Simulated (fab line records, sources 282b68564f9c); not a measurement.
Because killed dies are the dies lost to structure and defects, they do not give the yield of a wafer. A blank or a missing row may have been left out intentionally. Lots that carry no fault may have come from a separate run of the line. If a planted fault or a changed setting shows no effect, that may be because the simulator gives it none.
A lot that was struck, set against a sound lot -- flow rit-cmos -- 45 out of 202 route steps
Sound: these wafers, L339.2, L339.4, L339.5. Wafers struck: L345.1, L345.2, L345.6. Last of all comes the cause.
At each step with rows: each side's tool, then ch and its chambers, then its first start. Under that, the readings that differ: sound wafers -- struck wafers -- difference of the means -- sigmas: that difference in standard deviations of wafers without a fault.
alike: words and numbers the same on both sides, and readings whose means are apart by under 2 such deviations; not compared: readings that were withheld, readings missing a value for some wafer, numbers with overlapping values and no deviation given by the record, and bounds like >300 which may hide the same value.
Wherever a step has rows on one side only, a row that says differs or no value, or a row with sigmas, the two part there. Non-overlapping numbers with no deviation appear without sigmas and do not part them. A reading that every wafer of one side lacks parts them only if that side has two wafers or more.

first, 1 step without rows for these wafers: RIT_ACTIVE_DEVELOP_10 (develop time 52 s).
RIT_ACTIVE_CD_MEAS_11: target cd 1400 nm.
  sound: cd-sem-01 at day 2 05:35; struck: cd-sem-01 at day 3 13:42
  alike: cd-nm
then, 1 step without rows for these wafers: RIT_ACTIVE_HARDBAKE_12 (time 60 s).
RIT_ACTIVE_ETCH_13: etches Si3N4 in SF6, stops on SiO2, time 210 s, target depth 210 nm.
  sound on rie-diel-03 ch 2,3, day 2 05:50; struck on rie-diel-01 ch 2,3, day 3 13:58
  alike: drypump-motor-current-A, oes-product-au, throttle-valve-pct
  not compared: rf-hours-counter-h
RIT_ACTIVE_STRIP_14: strips in O2, time 180 s.
  sound on plasma-asher-03 ch 0,1, day 2 05:58; struck on plasma-asher-04 ch 0,1, day 3 14:07
  alike: drypump-motor-current-A
  not compared: rf-hours-counter-h
RIT_ACTIVE_CD_MEAS_90: target cd 1400 nm.
  sound: cd-sem-02 at day 2 06:10; struck: cd-sem-02 at day 3 14:17
  alike: cd-nm
then, 4 steps without rows for these wafers: RIT_ACTIVE_CLEAN_15 (cleans in SC1, time 600 s); RIT_ACTIVE_CLEAN_16 (cleans in dHF, time 30 s); RIT_ACTIVE_CLEAN_17 (cleans in SC2, time 600 s); RIT_FOX1_OXIDATION_00 (target thk 350.7 nm, ox time 1130 s).
RIT_FOX1_THK_MEAS_01:
  sound: film-metro-03 at day 2 09:11; struck: film-metro-02 at day 3 16:07
  alike: FOX1_OXIDE_THK
then, 1 step without rows for these wafers: RIT_FOX1_WET_ETCH_02 (etches SiO2 in BOE, target depth 350 nm, time 390 s).
RIT_FOX2_OXIDATION_00: target thk 350.7 nm, ox time 1130 s.
  sound on furnace-04 ch 0, day 2 09:22; struck on furnace-04 ch 0, day 3 16:18
reading,sound,struck,difference,sigmas
spike-tc-centre-C (C),1101.5 1102.4 1101.9,1076.6 1077.4 1075.6,-25.4,-26
spike-tc-load-C (C),1128.3 1126.2 1128.7,1104.2 1103.1 1102.5,-24.5,-16
spike-tc-source-C (C),1133 1131 1134,1106 1106 1108,-26,-6
tube-center-temp-C (C),1099.8 1100 1100,1075.1 1074.8 1075,-25.0,-99 or more
tube_center_temp_C_max,1102.8 1103.0 1103.4,1079.4 1078.1 1077.5,-24.7,-52
model.SiO2_of_FOX2_OXIDATION_00.thk-nm (nm),346 340.8 343.2,300.7 303.7 309.7,-38.6,
RIT_FOX2_THK_MEAS_01:
  sound: film-metro-04 at day 2 10:41; struck: film-metro-03 at day 3 17:37
reading,sound,struck,difference,sigmas
FOX2_OXIDE_THK (nm),346 341 343,300 304 310,-39,-7
then, 2 steps without rows for these wafers: RIT_FOX2_CLEAN_02 (cleans in dHF, time 180 s); RIT_FOX2_WET_ETCH_03 (etches Si3N4 in H3PO4, target depth 195 nm, time 2762 s).
RIT_FOX2_THK_MEAS_90:
  sound: film-metro-03 at day 2 12:19; struck: film-metro-02 at day 3 18:29
reading,sound,struck,difference,sigmas
FIELD_OXIDE_LEFT_1_THK (nm),318 313 316,273 276 282,-39,-7
then, 6 steps without rows for these wafers: RIT_NWELL_HMDS_00 (prime time 60 s); RIT_NWELL_COAT_01 (resist thk 1300 nm); RIT_NWELL_SOFTBAKE_02 (time 60 s); RIT_NWELL_EXPOSE_03 (exposes mask M2, target cd 43900 nm); RIT_NWELL_PEB_04; RIT_NWELL_DEVELOP_05 (develop time 68 s).
RIT_NWELL_OVL_MEAS_06:
  sound: overlay-01 at day 2 13:17; struck: overlay-01 at day 3 19:34
  alike: NWELL_OVL
then, 2 steps without rows for these wafers: RIT_NWELL_HARDBAKE_07 (time 120 s); RIT_NWELL_IMPLANT_08.
RIT_NWELL_STRIP_09: strips in O2, time 180 s.
  sound on plasma-asher-04 ch 0, day 2 13:43; struck on plasma-asher-02 ch 0,1, day 3 19:59
reading,sound,struck,difference,sigmas
drypump-motor-current-A (A),4.8 4.8 4.8,6.1 6.8 6.1,+1.5,+3
  not compared: rf-hours-counter-h
RIT_NWELL_TW_MEAS_10:
  sound: film-metro-01 at day 2 13:53; struck: film-metro-01 at day 3 20:10
  alike: NWELL_TW
then, 6 steps without rows for these wafers: RIT_PWELL_HMDS_00 (prime time 60 s); RIT_PWELL_COAT_01 (resist thk 1300 nm); RIT_PWELL_SOFTBAKE_02 (time 60 s); RIT_PWELL_EXPOSE_03 (exposes mask M3, target cd 43700 nm); RIT_PWELL_PEB_04; RIT_PWELL_DEVELOP_05 (develop time 68 s).
RIT_PWELL_OVL_MEAS_06:
  sound: overlay-01 at day 2 14:50; struck: overlay-01 at day 3 21:07
  alike: PWELL_OVL
then, 2 steps without rows for these wafers: RIT_PWELL_HARDBAKE_07 (time 120 s); RIT_PWELL_IMPLANT_08.
RIT_PWELL_STRIP_09: strips in O2, time 180 s.
  sound on plasma-asher-01 ch 0,1, day 2 15:16; struck on plasma-asher-02 ch 0,1, day 3 21:32
  alike: drypump-motor-current-A
  not compared: rf-hours-counter-h
RIT_PWELL_TW_MEAS_10:
  sound: film-metro-04 at day 2 15:26; struck: film-metro-03 at day 3 21:43
  alike: PWELL_TW
then, 1 step without rows for these wafers: RIT_WELLDRIVE_ANNEAL_00 (time 14700 s).
RIT_WELLDRIVE_RS_MEAS_01: the measuring method here is four-point-probe.
  sound: film-metro-04 at day 2 21:12; struck: film-metro-01 at day 4 03:26
  alike: NWELL_RS
RIT_WELLDRIVE_RS_MEAS_02: the measuring method here is four-point-probe.
  sound: film-metro-04 at day 2 21:19; struck: film-metro-01 at day 4 03:33
reading,sound,struck,difference,sigmas
PWELL_RS (ohm/sq),435.1 437.1 435.5,433.0 433.0 432.4,-3.1,-2
RIT_FOX2_THK_MEAS_91:
  sound: film-metro-02 at day 3 01:06; struck: film-metro-03 at day 4 07:19
reading,sound,struck,difference,sigmas
FIELD_OXIDE_LEFT_2_THK (nm),249 245 247,204 207 213,-39,-7
RIT_SILICIDE_WET_ETCH_00: etches SiO2 in BOE, target depth 14 nm, time 15 s.
  sound on wet-bench-04 ch 2, day 3 23:23; struck on wet-bench-04 ch 1, day 5 04:50
reading,sound,struck,difference,sigmas
model.SiO2_of_FOX2_OXIDATION_00.thk-nm (nm),144.1 138.8 141.1,97.09 102.7 106.3,-39.30,
  alike: temp-c
RIT_M1_PROBE_99:
  sound: prober-02 at day 4 06:18; struck: prober-02 at day 5 12:21
reading,sound,struck,difference,sigmas
model.etest.nldd.width-nm (nm),3196 3187 3191,3270 3241 3260,+66,
model.etest.pldd.width-nm (nm),3187 3186 3195,3235 3238 3207,+37,
model.etest.pwell.rs-ohm-sq,420.4 423.3 414.1,409.9 404.9 409.6,-11.1,
model.etest.field-n.vt-v (V),33.69 32.97 33.26,27.48 27.79 28.67,-5.33,
model.etest.field-p-metal.vt-v (V),-29.89 -30.25 -29.95,-36.95 -37.61 -35.94,-6.80,
model.etest.iso-nwell-nwell.bv-v (V),22.29 22.06 22.37,20.43 20.77 21.08,-1.48,
model.etest.field-p.vt-v (V),-12.8 -12.79 -12.81,-14.43 -14.36 -14.25,-1.55,
model.etest.iso-pplus-pwell.lateral-log10-a-um,-9.321 -9.321 -9.3,-9.362 -9.457 -9.385,-0.087,
  alike: killed-at-front-end, killed-dies, killed-on-rim, killed-open, killed-short

== WHERE THEY PART ==
Last at RIT_FOX2_THK_MEAS_91 as far as this record goes, first at RIT_FOX2_OXIDATION_00. Later steps at which nothing parts them and some readings are alike: RIT_SILICIDE_WET_ETCH_00, RIT_M1_PROBE_99.

WHY: the cause the simulator had injected
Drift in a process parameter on furnace-04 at RIT_FOX2_OXIDATION_00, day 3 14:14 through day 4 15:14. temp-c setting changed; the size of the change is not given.
